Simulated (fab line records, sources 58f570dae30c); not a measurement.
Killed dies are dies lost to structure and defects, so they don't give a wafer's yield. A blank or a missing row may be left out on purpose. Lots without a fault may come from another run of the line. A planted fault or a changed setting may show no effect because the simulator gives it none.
Problem report in the 8D (eight disciplines) form, filled by code | flow berkeley_cmos170 | the parts of the form that need people (team, actions taken, sign-off) are left out

1. THE PROBLEM
bias_w at UCB170_M2_ETCH_17 reads a mean of 105.8 W on 6 wafers of 2 lots; wafers without a fault read 100.0 W with a standard deviation of 0.3. That is +20 standard deviations from the usual mean.
The step: etches BARC in N2/H2.
First seen on wafer L350.1, day 9 02:25, on rie_diel-02. The record holds 42 wafers of 14 lots with a number at this step. Rule for "out", or "out of limits": more than 4 standard deviations from the usual mean. The other wafers with a number count as sound.

2. WHAT IT IS AND WHAT IT IS NOT
question                    | is                     | is not
which readings at this step | bias_w                 | drypump_motor_current_A, throttle_valve_pct
which lots                  | L350, L356             | L342, L343, L344, L345, L346, L348, L349, L351, L352, L360, L362, L365
which wafers of those lots  | all that have a number | -
read on which tools         | rie_diel-02            | rie_diel-01, rie_diel-04
when                        | from day 9 02:25       | up to then (24 sound wafers); but 12 sound wafers of L352, L360, L362, L365 came after

3. SUSPECTS, AND WHAT RULES EACH OUT
Counting: a tool at a process step up to the reading stays a suspect if it ran every lot that is out and no sound lot after the first of them.
- rie_diel-02 at UCB170_M2_ETCH_17 (etches BARC in N2/H2): kept. It ran every lot that is out, first L350 (day 9 02:25), and no sound lot after that; its last sound lot up to then is L351 (day 9 01:52). Its own readings are out on those wafers: bias_w.
Left after counting: rie_diel-02 at UCB170_M2_ETCH_17.

4. THE CAUSE (what the simulator had put in)
Process parameter drift: rie_diel-02, from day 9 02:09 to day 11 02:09, at UCB170_M2_ETCH_17. Setting bias_w, moved by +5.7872, from 100. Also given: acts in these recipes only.
Counting left only this tool.

5. THE CHAIN OF EFFECTS, in route order
Each row: a reading whose mean over the struck wafers that have a number lies more than 3 standard deviations from the usual. Only readings for which the record gives a usual standard deviation are gone through. hours: the time from each lot's start at the first step in this table that gives one to its start at this step, as a median over the lots. sigmas: the change in usual standard deviations.
hours | step              | reading | usual   | on struck wafers | change | sigmas
0     | UCB170_M2_ETCH_17 | bias_w  | 100.0 W | 105.8            | +5.8   | +20
The process steps in it:
- UCB170_M2_ETCH_17: etches BARC in N2/H2.

6. WHAT WOULD HAVE CAUGHT IT SOONER
In this record the first reading out of limits was taken at day 9 02:25, 0 hours after the fault began at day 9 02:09.
